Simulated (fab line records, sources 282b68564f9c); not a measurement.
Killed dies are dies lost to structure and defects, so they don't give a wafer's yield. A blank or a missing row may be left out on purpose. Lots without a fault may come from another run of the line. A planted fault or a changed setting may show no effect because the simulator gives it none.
fab line records | flow rit_cmos
record lots=14 wafers=42 last_day=7
route steps=202 shown M1@196
lots that met no fault: from a run of the same line without faults
start_h: hours from the record's first day to the start of the lot's first wafer shown | wait_h: hours since the lot's step before | " the same as in the row above | L1.1+2: a row that stands for several wafers | - no value, or no start given | * or withheld: withheld | < > ~ a bound
route shown NAME@n: a module of which the file shows steps, and the number in the route of the first | usual: mean/standard deviation of fault-free wafers | same: alike in all rows | chamber/n: place in a boat | sites: the reading at each site | _std_site: their standard deviation | _edge_site: outer sites' mean less inner sites' | radius_mm: how far each site lies from the wafer's centre | mask NAME#n: copy n | behind: the tool/chamber that last shaped the wafer | hold: why the lot was held/for how many hours/how that ended | device: the transistor (n, p or np) that didn't switch | end of line: the same wafers' tests at the end of the route | a step without rows: its recipe alone | killed: dies lost to structure and defects at the first sort, not the wafer's yield | map: a wafer's dies, x killed, . not, _ none there
set.NAME: the setting as run; set.NAME@STEP: as run at that earlier step | model.NAME: the simulator's own value behind a step, which no gauge read
steps of the route over a sample of lots; a table a step, a row a wafer
services: from which hour (start_h, from the record's first day; less than 0 if before it) a tool's chamber was out of use, for how many hours, and why
## steps
# step RIT_M1_METAL_ETCH_12
# recipe stop_on=SiO2 chemistry=Cl2/BCl3 target=Al time_s=165 over_etch_frac=0.5 pressure_mtorr=100 target_depth_a=6000 rf_w=250 Cl2_flow_sccm=60 bcl3_flow_sccm=50
# usual chamber_pressure_mTorr=100.00/0.086 drypump_motor_current_A=5.5/0.5 oes_product_au=0.781/0.014 rf_fwd_power_W=248.8/0.75 throttle_valve_pct=8.25/0.052
# columns lot.wafer tool chamber start_h wait_h chamber_pressure_mTorr drypump_motor_current_A oes_product_au rf_fwd_power_W rf_hours_counter_h throttle_valve_pct
L394.2 rie_metal-01 1 56.17 0.2 100.08 5.8 0.776 248.9 37 8.23
L394.3 " 0 " " 100.15 5.1 0.764 249.2 - 8.14
L394.6 " 0 " " 99.89 5.0 0.778 248.9 - 8.14
L395.3 rie_metal-02 1 61.07 0.2 99.96 6.2 0.805 248.9 - 8.34
L395.5 " 1 " " 100.05 6.2 0.812 248.0 - 8.31
L395.6 " 0 " " 100.13 5.7 0.784 249.5 - 8.22
L396.2 rie_metal-03 0 67.74 0.2 100.03 5.7 0.788 248.5 2 8.29
L396.3 " 1 " " 100.04 4.7 0.776 247.3 - 8.25
L396.5 " 0 " " 100.09 5.7 0.784 248.6 - 8.27
L397.2 rie_metal-01 1 71.91 0.2 99.92 5.8 0.774 248.8 37 8.23
L397.3 " 0 " " 100.06 5.1 0.774 248.2 - 8.14
L397.5 " 0 " " 100.12 5.1 0.765 250.1 - 8.14
L398.1 rie_metal-02 1 76.70 0.2 100.08 6.2 0.803 250.0 1 8.32
L398.2 " 0 " " 99.96 5.7 0.781 247.9 1 8.23
L398.5 " 0 " " 100.07 5.7 0.787 248.4 - 8.22
L399.1 rie_metal-03 1 80.56 0.2 99.93 4.7 0.775 248.6 3 8.24
L399.5 " 0 " " 100.06 5.7 0.797 249.7 - 8.26
L399.6 " 1 " " 100.02 4.7 0.779 248.6 - 8.25
L401.4 rie_metal-02 1 90.78 0.1 99.99 6.1 0.815 249.4 - 8.32
L401.5 " 0 " " 99.91 5.7 0.777 250.0 - 8.22
L401.6 " 1 " " 100.02 6.1 0.810 250.3 - 8.33
L402.2 rie_metal-03 1 95.42 0.2 99.93 4.7 0.764 248.5 3 8.24
L402.5 " 0 " " 100.07 5.7 0.786 348.6 - 8.27
L402.6 " 1 " " 100.01 4.7 0.762 248.2 - 8.24
L405.1 rie_metal-03 0 110.67 0.2 99.91 5.7 0.783 348.2 3 8.28
L405.2 " 1 " " 100.02 4.7 0.761 248.8 3 8.24
L405.6 " 1 " " 99.91 4.7 0.755 249.5 - 8.26
L407.2 rie_metal-02 1 120.25 0.2 99.89 6.2 0.797 249.4 1 8.32
L407.3 " 0 " " 99.93 5.7 0.785 248.9 - 8.23
L407.5 " 0 " " 100.10 5.7 0.772 248.8 - 8.22
L409.2 rie_metal-01 0 129.21 0.2 99.92 5.1 0.764 250.0 38 8.14
L409.3 " 1 " " 100.12 5.8 0.774 248.9 - 8.24
L409.5 " 1 " " 100.07 5.8 0.770 249.1 - 8.25
L411.1 rie_metal-02 0 140.06 0.2 99.93 5.7 0.789 247.5 1 8.22
L411.2 " 1 " " 100.05 6.1 0.806 249.3 1 8.33
L411.4 " 0 " " 100.03 5.7 0.775 247.2 - 8.23
L416.1 rie_metal-02 0 164.28 0.2 99.97 5.7 0.770 248.8 2 8.22
L416.3 " 0 " " 100.00 5.6 0.774 248.6 - 8.23
L416.6 " 0 " " 100.02 5.7 0.766 248.1 - 8.22
L417.1 rie_metal-03 0 172.07 0.2 100.00 5.7 0.780 247.7 4 8.28
L417.3 " 0 " " 99.97 5.7 0.786 248.5 - 8.27
L417.5 " 1 " " 100.11 4.7 0.779 249.4 - 8.26
# step RIT_M1_CD_MEAS_90
# recipe target_cd_nm=2600
# usual cd_nm=2601/3.3
# columns lot.wafer tool chamber start_h wait_h hold cd_nm
L394.2 cd_sem-01 - 56.74 0.1 - 2600
L394.3 " - " " - 2604
L394.6 " - " " - 2607
L395.3 cd_sem-02 - 61.57 0.1 - 2600
L395.5 " - " " - 2601
L395.6 " - " " - 2605
L396.2 cd_sem-02 - 68.27 0.1 - 2600
L396.3 " - " " - 2600
L396.5 " - " " - 2599
L397.2 cd_sem-02 - 72.44 0.1 - 2600
L397.3 " - " " - 2606
L397.5 " - " " - 2605
L398.1 cd_sem-01 - 77.22 0.1 - 2596
L398.2 " - " " - 2605
L398.5 " - " " - 2604
L399.1 cd_sem-02 - 81.07 0.1 - 2600
L399.5 " - " " - 2600
L399.6 " - " " - 2600
L401.4 cd_sem-02 - 91.31 0.1 - 2601
L401.5 " - " " - 2605
L401.6 " - " " - 2599
L402.2 cd_sem-01 - 95.95 0.1 await_dispo/0.2h/release 2602
L402.5 " - " " await_dispo/0.2h/release 2581
L402.6 " - " " await_dispo/0.2h/release 2603
L402.2 cd_sem-01 - 96.24 0.3 - 2602
L402.5 " - " " - 2581
L402.6 " - " " - 2602
L405.1 cd_sem-01 - 111.19 0.1 await_dispo/0.2h/release 2579
L405.2 " - " " await_dispo/0.2h/release 2599
L405.6 " - " " await_dispo/0.2h/release 2598
L405.1 cd_sem-01 - 111.48 0.3 - 2580
L405.2 " - " " - 2599
L405.6 " - " " - 2598
L407.2 cd_sem-01 - 120.78 0.1 - 2604
L407.3 " - " " - 2604
L407.5 " - " " - 2606
L409.2 cd_sem-02 - 129.74 0.1 - 2601
L409.3 " - " " - 2600
L409.5 " - " " - 2602
L411.1 cd_sem-01 - 140.57 0.1 - 2605
L411.2 " - " " - 2604
L411.4 " - " " - 2605
L416.1 cd_sem-02 - 164.79 0.1 - 2604
L416.3 " - " " - 2605
L416.6 " - " " - 2604
L417.1 cd_sem-02 - 172.60 0.1 - 2598
L417.3 " - " " - 2596
L417.5 " - " " - 2598
# step RIT_M1_PROBE_99
# usual defect_limited_yield=97.4/1.2 killed_at_M0_to_M3=0.0/0.12 killed_at_contacts=0.1/0.23 killed_at_front_end=7/3.1 killed_dies=7/3.1 killed_open=3.4/2.1 killed_short=3.5/2 sort_bin_3_pad_short=0.1/0.24 sort_bin_5_function=1.5/0.82 sort_bin_6_memory=1.0/0.69 sort_n_pass=257/3.1 sort_yield_pct=97.4/1.2
# same gross_dies=264 killed_at_M4_up=0 killed_at_back_side=0 killed_at_other=0
# columns lot.wafer tool chamber start_h wait_h defect_limited_yield[%] killed_at_M0_to_M3 killed_at_contacts killed_at_front_end killed_dies killed_open killed_short sort_bin_3_pad_short[%] sort_bin_5_function[%] sort_bin_6_memory[%] sort_n_pass sort_yield_pct[%]
L402.2 prober-02 - 102.05 0.1 96.2 0 0 10 10 5 5 0 2.3 1.5 254 96.2
L402.5 prober-02 - 102.20 0.2 97.0 0 0 8 8 5 3 0 1.5 1.5 256 97.0
L402.6 prober-02 - 102.25 0.2 97.7 0 0 6 6 2 4 0 2.3 0 258 97.7
L405.1 prober-01 - 119.65 0.1 95.5 0 0 12 12 4 8 0 2.7 1.9 252 95.5
L405.2 prober-01 - 119.70 0.1 96.6 0 0 9 9 6 3 0 2.7 0.8 255 96.6
L405.6 prober-01 - 119.90 0.2 97.3 0 0 7 7 2 5 0 2.3 0.4 257 97.3
L407.2 prober-02 - 123.63 0.1 99.2 0 0 2 2 2 0 0 0.8 0 262 99.2
L407.3 prober-02 - 123.68 0.2 97.0 0 0 8 8 3 5 0.4 2.3 0.4 256 97.0
L407.5 prober-02 - 123.78 0.2 97.3 0 0 7 7 3 4 0.4 1.1 1.1 257 97.3
L411.1 prober-02 - 142.31 0.1 97.7 0 0 6 6 2 4 0 1.5 0.8 258 97.7
L411.2 prober-02 - 142.36 0.1 97.0 0 0 8 8 6 2 0 2.7 0.4 256 97.0
L411.4 prober-02 - 142.46 0.2 96.6 0 0 9 9 5 4 0.4 1.1 1.9 255 96.6
L416.1 prober-01 - 166.53 0.1 97.7 0 0 6 6 1 5 0 1.9 0.4 258 97.7
L416.3 prober-01 - 166.63 0.2 97.3 0 1 6 7 5 2 0 1.9 0.8 257 97.3
L416.6 prober-01 - 166.78 0.2 97.0 0 0 8 8 3 5 0 1.5 1.5 256 97.0
L417.1 prober-02 - 174.34 0.1 96.2 0 0 10 10 5 5 0.4 1.5 1.9 254 96.2
L417.3 prober-02 - 174.44 0.2 98.1 0 0 5 5 0 5 0.4 1.5 0 259 98.1
L417.5 prober-02 - 174.54 0.2 98.1 0 0 5 5 5 0 0 1.1 0.8 259 98.1
# killed by level:class
L402.2 GATE:geometric_particle:short=5 GATE:geometric_particle:open=3 FOX1:geometric_particle:open=1 SPACER:geometric_particle:open=1
L402.5 SPACER:geometric_particle:open=4 GATE:geometric_particle:short=1 GATE:geometric_particle:open=1 REOX:geometric_particle:short=1 SPACER:geometric_particle:short=1
L402.6 SPACER:geometric_particle:short=2 FOX1:geometric_particle:open=1 GATE:geometric_particle:short=1 GATE:geometric_particle:open=1 SILICIDE:geometric_particle:short=1
L405.1 GATE:geometric_particle:short=3 FOX1:geometric_particle:open=2 GATE:geometric_particle:open=2 REOX:geometric_particle:short=2 SPACER:geometric_particle:short=2 SILICIDE:geometric_particle:short=1
L405.2 GATE:geometric_particle:open=2 FOX1:geometric_particle:open=1 FOX2:geometric_particle:short=1 FOX2:geometric_particle:open=1 REOX:geometric_particle:open=1 REOX:geometric_particle:short=1 SPACER:geometric_particle:open=1 SPACER:geometric_particle:short=1
L405.6 GATE:geometric_particle:short=2 REOX:geometric_particle:short=2 FOX1:geometric_particle:open=1 REOX:geometric_particle:open=1 SILICIDE:geometric_particle:short=1
L407.2 REOX:geometric_particle:open=1 SILICIDE:geometric_particle:open=1
L407.3 GATE:geometric_particle:open=2 GATE:geometric_particle:short=2 FOX2:geometric_particle:short=1 REOX:geometric_particle:open=1 REOX:geometric_particle:short=1 SPACER:geometric_particle:short=1
L407.5 GATE:geometric_particle:short=4 GATE:geometric_particle:open=3
L411.1 REOX:geometric_particle:short=2 FOX1:geometric_particle:open=1 FOX2:geometric_particle:short=1 GATE:geometric_particle:short=1 REOX:geometric_particle:open=1
L411.2 GATE:geometric_particle:open=4 SPACER:geometric_particle:open=2 FOX2:geometric_particle:short=1 GATE:geometric_particle:short=1
L411.4 SILICIDE:geometric_particle:open=3 GATE:geometric_particle:open=2 GATE:geometric_particle:short=2 FOX2:geometric_particle:short=1 SILICIDE:geometric_particle:short=1
L416.1 GATE:geometric_particle:short=3 FOX1:geometric_particle:short=2 GATE:geometric_particle:open=1
L416.3 FOX1:geometric_particle:open=1 FOX2:geometric_particle:open=1 GATE:geometric_particle:open=1 REOX:geometric_particle:open=1 SPACER:geometric_particle:short=1 SPACER:geometric_particle:open=1 CONTACT:geometric_particle:short=1
L416.6 SPACER:geometric_particle:short=2 SILICIDE:geometric_particle:short=2 FOX1:geometric_particle:open=1 FOX1:geometric_particle:short=1 GATE:geometric_particle:open=1 SILICIDE:geometric_particle:open=1
L417.1 SILICIDE:geometric_particle:open=3 FOX1:geometric_particle:short=2 FOX1:geometric_particle:open=2 SILICIDE:geometric_particle:short=2 GATE:geometric_particle:short=1
L417.3 GATE:geometric_particle:short=3 SILICIDE:geometric_particle:short=2
L417.5 FOX1:geometric_particle:open=2 SILICIDE:geometric_particle:open=2 SPACER:geometric_particle:open=1
## services
# columns tool chamber start_h hours kind
rie_metal-02 - 123.37 14.6 pm
rie_metal-01 - 133.99 1.4 pm
rie_metal-01 - 136.12 20.0 pm
rie_metal-01 0 136.12 20.0 vent_cycle
rie_metal-01 1 136.12 20.0 vent_cycle
rie_metal-02 1 154.96 8.1 repair
rie_metal-01 0 156.12 - clean
rie_metal-01 1 156.12 - clean
## key
first_sign step=RIT_M1_METAL_ETCH_12 reading=rf_fwd_power_W direction=up sigmas=99+ usual=248.8 struck=348.4
effect step=RIT_M1_CD_MEAS_90 reading=visit direction=added
effect step=RIT_M1_CD_MEAS_90 reading=cd_nm direction=down sigmas=6.4 usual=2601 struck=2580
met_at RIT_M1_METAL_ETCH_12
struck_lots L402,L405
struck_wafers L402.5,L405.1
onset_between 80.56 95.42
fault kind=process_parameter_drift tool=rie_metal-03 chamber=0 onset_h=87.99 steps=RIT_M1_METAL_ETCH_12 channel=rf_w offset=100 shape=step end_h=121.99 stated=250
